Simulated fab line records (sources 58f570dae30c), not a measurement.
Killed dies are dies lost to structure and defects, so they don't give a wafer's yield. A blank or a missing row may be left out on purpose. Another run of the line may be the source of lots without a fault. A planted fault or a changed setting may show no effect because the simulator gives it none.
Which of the tools did it? | flow berkeleyCmos170 | 14 lots, 42 wafers sampled, at 5 steps of a route of 331

WHAT EACH GAUGE READ, for each wafer
UCB170_CONTACT_CD_MEAS_15 targets a cd of 700 nm.
lot  | measured     | on       | cdNm (nm)
L728 | day 8 04:40  | cdSem-02 | 700.2 700.3 700.3
L729 | day 8 04:55  | cdSem-02 | 699.1 698.7 699.4
L732 | day 8 18:35  | cdSem-01 | 701.0 701.3 702.4
L730 | day 8 21:13  | cdSem-02 | 703.0 703.2 702.2
L735 | day 9 06:40  | cdSem-01 | 697.9 697.7 699.5
L734 | day 9 04:44  | cdSem-02 | 700.4 701.9 701.0
L733 | day 9 07:32  | cdSem-02 | 699.5 699.4 700.0
L736 | day 9 21:55  | cdSem-01 | 700.8 701.2 700.7
L738 | day 10 16:41 | cdSem-02 | 699.5 699.6 698.6
L737 | day 10 16:47 | cdSem-01 | 702.1 702.0 703.1
L744 | day 11 15:04 | cdSem-01 | 699.8 700.0 698.5
L746 | day 12 03:05 | cdSem-02 | 700.4 701.3 700.7
L749 | day 12 14:01 | cdSem-02 | 698.7 699.2 700.2
L750 | day 12 14:19 | cdSem-01 | 702.9 701.7 702.3

UCB170_M1_RS_MEAS_01: measurement is done with a four-point probe.
lot  | measured     | on           | M1_AL_RS (ohm/sq)
L728 | day 8 05:26  | filmMetro-01 | 0.0495 0.0496 0.0494
L729 | day 8 05:49  | filmMetro-02 | 0.0483 0.0486 0.0485
L732 | day 8 19:25  | filmMetro-04 | 0.0494 0.0496 0.0491
L730 | day 8 22:00  | filmMetro-02 | 0.0509 0.0505 0.0505
L735 | day 9 07:26  | filmMetro-01 | 0.0491 0.0493 0.0487
L734 | day 9 05:42  | filmMetro-01 | 0.0485 0.0488 0.0489
L733 | day 9 08:19  | filmMetro-01 | 0.0497 0.0499 0.0505
L736 | day 9 22:42  | filmMetro-02 | 0.0492 0.0492 0.0494
L738 | day 10 17:29 | filmMetro-01 | 0.0491 0.0492 0.0490
L737 | day 10 17:40 | filmMetro-02 | 0.0500 0.0496 0.0496
L744 | day 11 16:06 | filmMetro-04 | 0.0501 0.0503 0.0498
L746 | day 12 03:53 | filmMetro-02 | 0.0489 0.0494 0.0489
L749 | day 12 14:48 | filmMetro-02 | 0.0490 0.0488 0.0492
L750 | day 12 15:06 | filmMetro-04 | 0.0492 0.0492 0.0491

UCB170_V1_THK_MEAS_01.
lot  | measured     | on           | V1_TEOS_THK (nm)
L728 | day 8 11:07  | filmMetro-03 | 1995 2005 1991
L729 | day 8 11:02  | filmMetro-03 | 1983 1966 2003
L732 | day 9 00:25  | filmMetro-04 | 1939 1997 2025
L730 | day 9 02:22  | filmMetro-03 | 1971 1996 2032
L735 | day 9 10:38  | filmMetro-03 | 1966 1990 2003
L734 | day 9 09:17  | filmMetro-01 | 1966 2046 2000
L733 | day 9 12:49  | filmMetro-03 | 1982 2027 2041
L736 | day 10 02:08 | filmMetro-04 | 1973 2019 2006
L738 | day 10 21:47 | filmMetro-03 | 1992 1989 2033
L737 | day 10 21:48 | filmMetro-01 | 1989 1982 2003
L744 | day 11 20:46 | filmMetro-03 | 2041 2044 1734 2041 2043 1734
L746 | day 12 07:04 | filmMetro-01 | 2003 2021 1761 2004 2021 1760
L749 | day 12 19:04 | filmMetro-04 | 1965 1982 2005
L750 | day 12 20:25 | filmMetro-01 | 1971 1994 2015

WHAT TOOL EACH LOT RAN ON (gives the tool, then ch and the chambers of the sampled wafers, and finally the start)
lot  | UCB170_BACKSIDE_STRIP_03            | UCB170_V1_CVD_00
L728 | plasmaAsher-02 ch 0,1, day 7 19:32  | pecvd-01 ch 1,2, day 8 10:52
L729 | plasmaAsher-01 ch 0,1, day 7 19:43  | pecvd-03 ch 0,2, day 8 10:52
L732 | plasmaAsher-02 ch 0,1, day 8 12:45  | pecvd-01 ch 0,1,2, day 9 00:13
L730 | plasmaAsher-01 ch 0,1, day 8 12:51  | pecvd-03 ch 0,1,2, day 9 02:12
L735 | plasmaAsher-02 ch 0,1, day 8 23:19  | pecvd-01 ch 0,1,2, day 9 10:29
L734 | plasmaAsher-01 ch 0,1, day 8 23:19  | pecvd-02 ch 1,2, day 9 09:06
L733 | plasmaAsher-01 ch 0,1, day 8 23:48  | pecvd-03 ch 0,2, day 9 12:38
L736 | plasmaAsher-01 ch 1, day 9 16:37    | pecvd-02 ch 0,2, day 10 01:59
L738 | plasmaAsher-02 ch 0,1, day 10 08:28 | pecvd-03 ch 0,1,2, day 10 21:38
L737 | plasmaAsher-01 ch 0,1, day 10 08:43 | pecvd-02 ch 0,1,2, day 10 21:38
L744 | plasmaAsher-02 ch 0,1, day 11 07:32 | pecvd-03 ch 0,1,2, day 11 20:39
L746 | plasmaAsher-01 ch 0,1, day 11 21:27 | pecvd-03 ch 0,1,2, day 12 06:55
L749 | plasmaAsher-01 ch 1, day 12 08:02   | pecvd-02 ch 1,2, day 12 18:54
L750 | plasmaAsher-03 ch 0,1, day 12 08:12 | pecvd-01 ch 0,2, day 12 20:14
- UCB170_BACKSIDE_STRIP_03: strips in O2.
- UCB170_V1_CVD_00: deposits SiO2 from TEOS/O2, target thk 2000 nm, time 250 s.

AS READ BY THE TOOLS THEMSELVES (means over the sampled wafers that have a number; for cases with no such wafer, the mark the record gives instead)
UCB170_BACKSIDE_STRIP_03.
lot  | tool           | drypumpMotorCurrentA (A) | o2FlowSccm (sccm) | oesProductAu (a.u.) | stripTimeToEndpointS (s)
L728 | plasmaAsher-02 | 6.0                      | 400.2             | 0.732               | 21.85
L729 | plasmaAsher-01 | 6.1                      | 400.6             | 0.739               | 21.98
L732 | plasmaAsher-02 | 6.4                      | 399.9             | 0.734               | 21.98
L730 | plasmaAsher-01 | 6.1                      | 399.9             | 0.735               | 21.95
L735 | plasmaAsher-02 | 6.1                      | 399.8             | 0.734               | 21.94
L734 | plasmaAsher-01 | 6.1                      | 400.7             | 0.730               | 22.09
L733 | plasmaAsher-01 | 6.1                      | 399.2             | 0.736               | 21.93
L736 | plasmaAsher-01 | 6.0                      | 399.7             | 0.733               | 22.03
L738 | plasmaAsher-02 | 6.1                      | 400.1             | 0.735               | 21.91
L737 | plasmaAsher-01 | 6.1                      | 400.1             | 0.733               | 21.93
L744 | plasmaAsher-02 | 6.4                      | 400.6             | 0.733               | 21.91
L746 | plasmaAsher-01 | 6.1                      | 398.7             | 0.736               | 22.03
L749 | plasmaAsher-01 | 6.0                      | 399.4             | 0.732               | 21.96
L750 | plasmaAsher-03 | 4.8                      | 399.5             | 0.734               | 21.95

UCB170_V1_CVD_00.
lot  | tool     | heaterPowerW (W) | rfFwdPowerW (W)
L728 | pecvd-01 | 298              | 549.5
L729 | pecvd-03 | 276              | 549.3
L732 | pecvd-01 | 262              | 549.6
L730 | pecvd-03 | 275              | 547.0
L735 | pecvd-01 | 277              | 550.8
L734 | pecvd-02 | 245              | 550.2
L733 | pecvd-03 | 237              | 548.2
L736 | pecvd-02 | 257              | 548.1
L738 | pecvd-03 | 251              | 550.9
L737 | pecvd-02 | 259              | 548.0
L744 | pecvd-03 | 277              | 476.8
L746 | pecvd-03 | 289              | 474.6
L749 | pecvd-02 | 288              | 548.4
L750 | pecvd-01 | 227              | 547.6

THE ANSWER, worked out from the rows above alone
Rule: the lots themselves supply what counts as usual. The widest of any qualifying gaps counts: lots, ordered by their means at a reading, are off when they make up no more than a third of the lots, leave a main group of 4 or more, and stand apart from it by 3 or more times the standard deviation of that group's means. A main group whose means are all the same, to the digits that the tables above print for the reading, isn't used. A lot without any number at a reading at which 4 lots or more have one is off too. Where the step has rows for the other lots, those lots are counted as sound. Order of review: gauges by route order, followed by the tools' own readings, for which a lot's mean as printed above is used. The first step at which some lot is off is used, and at that step the reading that is off furthest; a lot without a number counts as furthest.
Off: L744, L746, at UCB170_V1_THK_MEAS_01 (V1_TEOS_THK). Mean 1996 nm and standard deviation 9.5 in the main group.
If a tool, at a process step before that reading, ran all the lots that are off and no sound lot after the first of them, it fits. Not tried: the gauges at UCB170_V1_THK_MEAS_01; whatever is off there is also off at UCB170_V1_CVD_00, on other tools, and gauge error can't account for it. One fits: pecvd-03 at UCB170_V1_CVD_00. Its last sound lot is L738 (day 10 21:38), its first lot that is off L744 (day 11 20:39): a fault that began between those two fits.
On the lots that are off, the tool's own readings at UCB170_V1_CVD_00 differ by more than 5 times the standard deviation of the sound lots' means, which bears it out; rfFwdPowerW reads 475.7 W there versus 549.0 W on the sound lots.

WHAT HAD BEEN PUT IN BY THE SIMULATOR
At UCB170_V1_CVD_00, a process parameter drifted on pecvd-03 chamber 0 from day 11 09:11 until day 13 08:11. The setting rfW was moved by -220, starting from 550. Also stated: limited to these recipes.
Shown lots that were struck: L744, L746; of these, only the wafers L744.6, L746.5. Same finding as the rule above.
